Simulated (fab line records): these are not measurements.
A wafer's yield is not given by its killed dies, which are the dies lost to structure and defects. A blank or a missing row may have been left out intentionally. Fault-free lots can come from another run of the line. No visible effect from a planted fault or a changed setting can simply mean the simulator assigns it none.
Comparing a struck lot with a sound one -- flow rit_cmos -- 18 out of 202 route steps
Sound: wafers L498.2, L498.3, L498.4. The struck wafers were L505.1, L505.4, L505.6. Last of all comes the cause.
Per side, at each step with rows, come the tool, then ch with its chambers, and then its first start. Under that, the readings that differ: sound wafers -- struck wafers -- difference of the means -- sigmas: that difference in standard deviations of wafers without a fault.
alike: readings whose means differ by less than 2 such deviations, and words and numbers that are the same on both sides. not compared: withheld readings, readings that some wafer has no value for, bounds like >300 that may hide the same value, and numbers for which the record gives no deviation and whose values overlap.
A row with sigmas, a row that says differs or no value, or rows on one side alone: a step with any of these is where the two part. When numbers do not overlap yet have no deviation, they are printed without sigmas and do not part them. A reading missing from all wafers of one side parts the sides only when that side holds two or more wafers.

first, 1 step without rows for these wafers: RIT_PWELL_DEVELOP_05 (develop time 68 s).
RIT_PWELL_OVL_MEAS_06:
  sound on overlay-01 at day 3 15:24; struck on overlay-01 at day 5 01:03
  alike: PWELL_OVL
then, 2 steps without rows for these wafers: RIT_PWELL_HARDBAKE_07 (time 120 s); RIT_PWELL_IMPLANT_08.
RIT_PWELL_STRIP_09: strips in O2, time 180 s.
  sound on plasma_asher-01 ch 0,1, day 3 15:50; struck on plasma_asher-01 ch 0,1, day 5 01:40
  alike: drypump_motor_current_A
  not compared: rf_hours_counter_h
RIT_PWELL_TW_MEAS_10:
  sound on film_metro-03 at day 3 16:01; struck on film_metro-01 at day 5 01:50
  alike: PWELL_TW
then, 1 step without rows for these wafers: RIT_WELLDRIVE_ANNEAL_00 (time 14700 s).
RIT_WELLDRIVE_RS_MEAS_01: measures by four-point-probe.
  sound on film_metro-02 at day 3 21:33; struck on film_metro-02 at day 5 06:59
  alike: NWELL_RS
RIT_WELLDRIVE_RS_MEAS_02: measures by four-point-probe.
  sound on film_metro-02 at day 3 21:40; struck on film_metro-02 at day 5 07:07
  alike: PWELL_RS
then, 3 steps without rows for these wafers: RIT_NRETRO_HMDS_00 (prime time 60 s); RIT_NRETRO_COAT_01 (resist thk 1300 nm); RIT_NRETRO_SOFTBAKE_02 (time 60 s).
RIT_NRETRO_EXPOSE_03: exposes mask M4, target cd 43900 nm.
  sound on iline_stepper-02 ch 0, day 3 22:14; struck on iline_stepper-02 ch 0, day 5 07:48
reading,sound,struck,difference,sigmas
model.NRETRO.overlay_x_nm (nm),0.3931 0.3931 0.3931,-180.1 -180.1 -180.1,-180.5,
  alike: mask
then, 2 steps without rows for these wafers: RIT_NRETRO_PEB_04; RIT_NRETRO_DEVELOP_05 (develop time 68 s).
RIT_NRETRO_OVL_MEAS_06:
  sound on overlay-02 at day 3 22:39; struck on overlay-01 at day 5 08:14
reading,sound,struck,difference,sigmas
NRETRO_OVL (nm),-3.1 -1.4 -1.8,-179.6 -178.6 -181.4,-177.8,-89
then, 1 step without rows for these wafers: RIT_NRETRO_HARDBAKE_07 (time 120 s).
RIT_M1_PROBE_99:
  sound on prober-02 at day 5 02:39; struck on prober-01 at day 6 12:14
reading,sound,struck,difference,sigmas
model.etest.retro_edge_nmos.off_log10_a_um,-9.616 -9.819 -9.792,-8.566 -8.248 -8.098,+1.438,
model.etest.retro_edge_pmos.off_log10_a_um,-9.898 -9.69 -10.08,-9.025 -9.014 -8.606,+1.008,
  alike: killed_at_contacts, killed_at_front_end, killed_dies, killed_open, killed_short

## WHERE THEY PART
RIT_NRETRO_OVL_MEAS_06 only, going by this record. Later steps at which nothing parts them and some readings are alike: RIT_M1_PROBE_99.

WHY: what the simulator had put in
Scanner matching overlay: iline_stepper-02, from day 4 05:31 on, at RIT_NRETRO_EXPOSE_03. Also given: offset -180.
